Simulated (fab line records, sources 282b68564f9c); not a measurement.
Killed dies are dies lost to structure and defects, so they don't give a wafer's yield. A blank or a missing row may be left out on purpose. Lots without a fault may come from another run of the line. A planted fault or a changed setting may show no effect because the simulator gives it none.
A struck lot beside a sound one | flow rit_cmos | 21 steps out of a route of 202
Sound: wafers L531.2, L531.5, L531.6. Struck: wafers L539.3, L539.5, L539.6. The cause comes at the end.
At each step with rows: each side's tool, then ch and its chambers, then its first start. Under that, the readings that differ: sound wafers | struck wafers | difference of the means | sigmas: that difference in standard deviations of wafers without a fault.
alike: readings whose means differ by less than 2 such deviations, and words and numbers that are the same on both sides. not compared: withheld readings, readings that some wafer has no value for, bounds like >300 that may hide the same value, and numbers for which the record gives no deviation and whose values overlap.
The two part at a step that has a row with sigmas, a row that says differs or no value, or rows on one side only. Numbers that don't overlap but have no deviation are shown without sigmas and don't part them. A reading that every wafer of one side lacks parts them only if that side has two wafers or more.

first, 3 steps without rows for these wafers: RIT_PWELL_EXPOSE_03 (exposes mask M3, target cd 43700 nm); RIT_PWELL_PEB_04; RIT_PWELL_DEVELOP_05 (develop time 68 s).
RIT_PWELL_OVL_MEAS_06:
  sound on overlay-01, day 2 13:13; struck on overlay-02, day 4 07:26
  alike: PWELL_OVL
then, 2 steps without rows for these wafers: RIT_PWELL_HARDBAKE_07 (time 120 s); RIT_PWELL_IMPLANT_08.
RIT_PWELL_STRIP_09: strips in O2, time 180 s.
  sound on plasma_asher-01 ch 0,1, day 2 13:39; struck on plasma_asher-04 ch 0,1, day 4 07:55
  alike: drypump_motor_current_A
  not compared: rf_hours_counter_h
RIT_PWELL_TW_MEAS_10:
  sound on film_metro-02, day 2 13:50; struck on film_metro-02, day 4 08:03
  alike: PWELL_TW
then, 1 step without rows for these wafers: RIT_WELLDRIVE_ANNEAL_00 (time 14700 s).
RIT_WELLDRIVE_RS_MEAS_01: measures by four-point-probe.
  sound on film_metro-01, day 2 20:21; struck on film_metro-02, day 4 13:13
  alike: NWELL_RS
RIT_WELLDRIVE_RS_MEAS_02: measures by four-point-probe.
  sound on film_metro-01, day 2 20:28; struck on film_metro-02, day 4 13:20
  alike: PWELL_RS
then, 1 step without rows for these wafers: RIT_NRETRO_HMDS_00 (prime time 60 s).
RIT_NRETRO_COAT_01: resist thk 1300 nm.
  sound on litho_track-02 ch 0, day 2 20:44; struck on litho_track-03 ch 0, day 4 13:37
  reading                                     | sound                | struck               | difference | sigmas
  spin_speed_rpm (rpm)                        | 1996.7 2002.5 1999.0 | 1918.7 1919.7 1918.7 | -80.4      | -57
  model.NOVOLAK_of_NRETRO_COAT_01.thk_nm (nm) | 1300 1299 1299       | 1322 1325 1326       | +25        |
then, 4 steps without rows for these wafers: RIT_NRETRO_SOFTBAKE_02 (time 60 s); RIT_NRETRO_EXPOSE_03 (exposes mask M4, target cd 43900 nm); RIT_NRETRO_PEB_04; RIT_NRETRO_DEVELOP_05 (develop time 68 s).
RIT_NRETRO_OVL_MEAS_06:
  sound on overlay-01, day 2 21:35; struck on overlay-01, day 4 14:18
  alike: NRETRO_OVL
RIT_NRETRO_HARDBAKE_07: time 120 s.
  sound on litho_track-02 ch 0, day 2 21:39; struck on litho_track-02 ch 0, day 4 14:25
  reading                                     | sound          | struck         | difference | sigmas
  model.NOVOLAK_of_NRETRO_COAT_01.thk_nm (nm) | 1137 1136 1136 | 1156 1158 1160 | +22        |
then, 1 step without rows for these wafers: RIT_NRETRO_IMPLANT_08.
RIT_M1_PROBE_99:
  the record has rows for the struck wafers here (prober-02, day 5 18:51) and none for the sound ones

WHERE THEY PART
First at RIT_NRETRO_COAT_01; last, within this record, at RIT_M1_PROBE_99.

WHY: what the simulator had put in
Process parameter drift: litho_track-03, from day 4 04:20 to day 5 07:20, at RIT_NRETRO_COAT_01. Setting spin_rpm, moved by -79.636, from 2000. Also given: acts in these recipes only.
